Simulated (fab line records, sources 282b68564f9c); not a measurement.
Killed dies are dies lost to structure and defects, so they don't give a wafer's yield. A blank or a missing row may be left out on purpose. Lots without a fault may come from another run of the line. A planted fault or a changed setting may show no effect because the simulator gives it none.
A struck lot beside a sound one | flow rit_cmos | 44 steps out of a route of 202
Sound: wafers L240.1, L240.2, L240.3. Struck: wafers L243.1, L243.3, L243.6. The cause comes at the end.
At each step with rows: each side's tool, then ch and its chambers, then its first start. Under that, the readings that differ: sound wafers | struck wafers | difference of the means | sigmas: that difference in standard deviations of wafers without a fault.
alike: readings whose means differ by less than 2 such deviations, and words and numbers that are the same on both sides. not compared: withheld readings, readings that some wafer has no value for, bounds like >300 that may hide the same value, and numbers for which the record gives no deviation and whose values overlap.
The two part at a step that has a row with sigmas, a row that says differs or no value, or rows on one side only. Numbers that don't overlap but have no deviation are shown without sigmas and don't part them. A reading that every wafer of one side lacks parts them only if that side has two wafers or more.

first, 2 steps without rows for these wafers: RIT_PLDD_PEB_04; RIT_PLDD_DEVELOP_05 (develop time 50 s).
RIT_PLDD_OVL_MEAS_06:
  sound on overlay-01, day 4 20:30; struck on overlay-02, day 5 22:28
  alike: PLDD_OVL
then, 2 steps without rows for these wafers: RIT_PLDD_HARDBAKE_07 (time 60 s); RIT_PLDD_IMPLANT_08.
RIT_PLDD_STRIP_09: strips in O2, time 180 s.
  sound on plasma_asher-04 ch 0,1, day 4 20:50; struck on plasma_asher-02 ch 0,1, day 5 22:48
  alike: drypump_motor_current_A
  not compared: rf_hours_counter_h
RIT_PLDD_TW_MEAS_10:
  sound on film_metro-01, day 4 21:01; struck on film_metro-01, day 5 22:58
  alike: PLDD_TW
then, 4 steps without rows for these wafers: RIT_SPACER_CLEAN_00 (cleans in SC1, time 600 s); RIT_SPACER_CLEAN_01 (cleans in dHF, time 30 s); RIT_SPACER_CLEAN_02 (cleans in SC2, time 600 s); RIT_SPACER_CVD_03 (deposits Si3N4 from SiH2Cl2/NH3, target thk 250 nm, time 3300 s).
RIT_SPACER_THK_MEAS_04:
  sound on film_metro-01, day 4 23:21; struck on film_metro-04, day 6 02:15
  alike: SPACER_NITRIDE_THK
RIT_SPACER_ETCHBACK_05: etches Si3N4 in SF6/CHF3, stops on SiO2, target depth 250 nm, time 240 s.
  sound on rie_diel-03 ch 0,2,3, day 4 23:25; struck on rie_diel-03 ch 1,3, day 6 02:19
  reading                                  | sound             | struck            | difference | sigmas
  oes_product_au (a.u.)                    | 0.833 0.814 0.825 | 0.956 0.979 0.946 | +0.136     | +11
  run_length_s (s)                         | 267.8 268.3 268.3 | 239.4 240.0 239.8 | -28.4      | -75
  model.poly-Si_of_GATE_CVD_08.thk_nm (nm) | 166.3 167.6 164.2 | 179 178.4 176.9   | +12        |
  model.Si3N4_of_SPACER_CVD_03.thk_nm (nm) | 194.9 194.5 195.6 | 204.1 204.3 202.4 | +8.6       |
  alike: SF6_flow_sccm, drypump_motor_current_A, throttle_valve_pct
  not compared: rf_hours_counter_h
then, 6 steps without rows for these wafers: RIT_NSD_HMDS_00 (prime time 60 s); RIT_NSD_COAT_01 (resist thk 1000 nm); RIT_NSD_SOFTBAKE_02 (time 60 s); RIT_NSD_EXPOSE_03 (exposes mask M9, target cd 40700 nm); RIT_NSD_PEB_04; RIT_NSD_DEVELOP_05 (develop time 50 s).
RIT_NSD_OVL_MEAS_06:
  sound on overlay-02, day 5 00:52; struck on overlay-02, day 6 03:38
  reading      | sound          | struck        | difference | sigmas
  NSD_OVL (nm) | -1.7 -2.8 -2.9 | -0.3 -0.5 2.8 | +3.1       | +2
then, 2 steps without rows for these wafers: RIT_NSD_HARDBAKE_07 (time 60 s); RIT_NSD_IMPLANT_08.
RIT_NSD_STRIP_09: strips in O2, time 180 s.
  sound on plasma_asher-02 ch 0,1, day 5 01:11; struck on plasma_asher-03 ch 0,1, day 6 04:20
  alike: drypump_motor_current_A
  not compared: rf_hours_counter_h
RIT_NSD_TW_MEAS_10:
  sound on film_metro-03, day 5 01:22; struck on film_metro-03, day 6 04:31
  alike: NSD_TW
then, 6 steps without rows for these wafers: RIT_PSD_HMDS_00 (prime time 60 s); RIT_PSD_COAT_01 (resist thk 1000 nm); RIT_PSD_SOFTBAKE_02 (time 60 s); RIT_PSD_EXPOSE_03 (exposes mask M10, target cd 40900 nm); RIT_PSD_PEB_04; RIT_PSD_DEVELOP_05 (develop time 50 s).
RIT_PSD_OVL_MEAS_06:
  sound on overlay-02, day 5 02:35; struck on overlay-02, day 6 05:33
  alike: PSD_OVL
then, 2 steps without rows for these wafers: RIT_PSD_HARDBAKE_07 (time 60 s); RIT_PSD_IMPLANT_08.
RIT_PSD_STRIP_09: strips in O2, time 180 s.
  sound on plasma_asher-02 ch 0,1, day 5 02:55; struck on plasma_asher-04 ch 0,1, day 6 05:58
  alike: drypump_motor_current_A
  not compared: rf_hours_counter_h
RIT_PSD_TW_MEAS_10:
  sound on film_metro-01, day 5 03:05; struck on film_metro-03, day 6 06:08
  alike: PSD_TW
then, 2 steps without rows for these wafers: RIT_SDANNEAL_CLEAN_00 (cleans in SC1, time 600 s); RIT_SDANNEAL_CLEAN_01 (cleans in dHF, time 30 s).
RIT_SDANNEAL_CLEAN_02: cleans in SC2, time 600 s.
  sound on wet_bench-02 ch 3, day 5 03:20; struck on wet_bench-04 ch 2, day 6 06:23
  reading                                  | sound           | struck          | difference | sigmas
  model.poly-Si_of_GATE_CVD_08.thk_nm (nm) | 162 163.3 159.9 | 174.5 174 172.5 | +11.9      |
  alike: bath_heat_duty_pct
RIT_SDANNEAL_RTA_03: time 5 s.
  sound on rtp_anneal-02 ch 0, day 5 03:31; struck on rtp_anneal-02 ch 0, day 6 06:34
  alike: wafer_temp_C_max
RIT_SDANNEAL_RS_MEAS_04: measures by four-point-probe.
  sound on film_metro-01, day 5 03:38; struck on film_metro-01, day 6 06:37
  alike: PSD_RS
RIT_SDANNEAL_RS_MEAS_05: measures by four-point-probe.
  sound on film_metro-01, day 5 03:45; struck on film_metro-01, day 6 06:44
  alike: NSD_RS
RIT_SDANNEAL_RS_MEAS_06: measures by four-point-probe.
  sound on film_metro-01, day 5 03:52; struck on film_metro-01, day 6 06:52
  alike: PLDD_RS
RIT_SILICIDE_WET_ETCH_00: etches SiO2 in BOE, target depth 14 nm, time 15 s.
  sound on wet_bench-02 ch 0, day 5 04:07; struck on wet_bench-03 ch 0, day 6 07:06
  reading                                  | sound             | struck            | difference | sigmas
  model.Si3N4_of_SPACER_CVD_03.thk_nm (nm) | 193.8 193.4 194.4 | 202.9 203.1 201.2 | +8.5       |
  alike: bath_heat_duty_pct
RIT_M1_PROBE_99:
  sound on prober-01, day 5 12:17; struck on prober-01, day 6 14:28
  alike: killed_at_contacts, killed_at_front_end, killed_dies, killed_on_rim, killed_open, killed_short

WHERE THEY PART
First at RIT_SPACER_ETCHBACK_05; last, within this record, at RIT_NSD_OVL_MEAS_06. Later steps at which nothing parts them and some readings are alike: RIT_NSD_STRIP_09, RIT_NSD_TW_MEAS_10, RIT_PSD_OVL_MEAS_06, RIT_PSD_STRIP_09, RIT_PSD_TW_MEAS_10, RIT_SDANNEAL_CLEAN_02, RIT_SDANNEAL_RTA_03, RIT_SDANNEAL_RS_MEAS_04, RIT_SDANNEAL_RS_MEAS_05, RIT_SDANNEAL_RS_MEAS_06, RIT_SILICIDE_WET_ETCH_00, RIT_M1_PROBE_99.

WHY: what the simulator had put in
Process parameter drift: rie_diel-03, from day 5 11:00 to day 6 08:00, at RIT_SPACER_ETCHBACK_05. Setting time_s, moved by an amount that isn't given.
